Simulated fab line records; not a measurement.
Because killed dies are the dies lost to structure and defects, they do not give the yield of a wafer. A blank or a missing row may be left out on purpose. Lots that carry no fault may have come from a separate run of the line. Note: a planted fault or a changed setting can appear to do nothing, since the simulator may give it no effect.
Matching of chambers | flow berkeley cmos170 | UCB170_V1_CMP_02 on cmp-02 has 4 sister chambers
The step polishes SiO2. 16 wafers are shown with their chamber, then 8 later ones without.

== WAFERS WITH THEIR CHAMBER ==
wafer  | chamber | motor current A (A) | slurry flow ml min
L548.1 | 2       | 14.0                | 149.7
L548.5 | 0       | 15.9                | 150.0
L548.6 | 3       | 18.2                | 150.6
L550.3 | 3       | 20.2                | 150.1
L550.5 | 1       | 17.4                | 149.8
L550.6 | 2       | 13.8                | 149.6
L552.1 | 0       | 15.3                | 149.9
L552.3 | 3       | 19.9                | 149.3
L552.4 | 2       | 13.5                | 149.7
L555.2 | 1       | 17.5                | 150.2
L555.4 | 3       | 19.9                | 149.7
L555.6 | 3       | 20.3                | 150.0
L557.1 | 3       | 20.6                | 149.5
L557.4 | 0       | 14.3                | 150.1
L557.5 | 2       | 14.1                | 150.3
L560.2 | 1       | 16.6                | 150.1

SIGNATURES (averages over the wafers above)
reading            | chamber 0 | chamber 1 | chamber 2 | chamber 3 | scatter within a chamber
motor current A    | 15.167    | 17.167    | 13.850    | 19.850    | 0.684
slurry flow ml min | 150.000   | 150.033   | 149.825   | 149.867   | 0.354
Rule: distance of a wafer from a chamber = root of the sum over the readings of ((wafer's reading minus chamber's mean) / reading's scatter) squared. The wafer belongs to the nearest chamber; if the next one is less than 2 further off, it can't be placed. The scatter: the root of (the sum of the squares of (reading less its chamber's mean) over the shown wafers, divided by (wafers less chambers)).

== WAFERS WITHOUT THEIR CHAMBER ==
wafer  | motor current A (A) | slurry flow ml min
L560.4 | 13.8                | 149.7
L560.5 | 14.5                | 150.1
L567.2 | 20.9                | 149.6
L567.4 | 13.3                | 150.0
L567.6 | 20.3                | 150.2
L570.3 | 14.5                | 150.3
L570.5 | 19.9                | 150.4
L570.6 | 15.7                | 151.2

== WHICH CHAMBER EACH WENT THROUGH ==
wafer  | from the rows above          | in truth
L560.4 | can't be placed: 2 or 0      | 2
L560.5 | can't be placed: 0 or 2      | 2
L567.2 | 3                            | 3
L567.4 | can't be placed: 2 or 0      | 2
L567.6 | 3                            | 3
L570.3 | can't be placed: 0 or 2      | 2
L570.5 | 3                            | 3
L570.6 | can't be placed: 0 or 1 or 2 | 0
3 of 8 placed correctly. These rows do not allow placing 5 (true chamber among the candidates in 5). 0 placed wrongly.
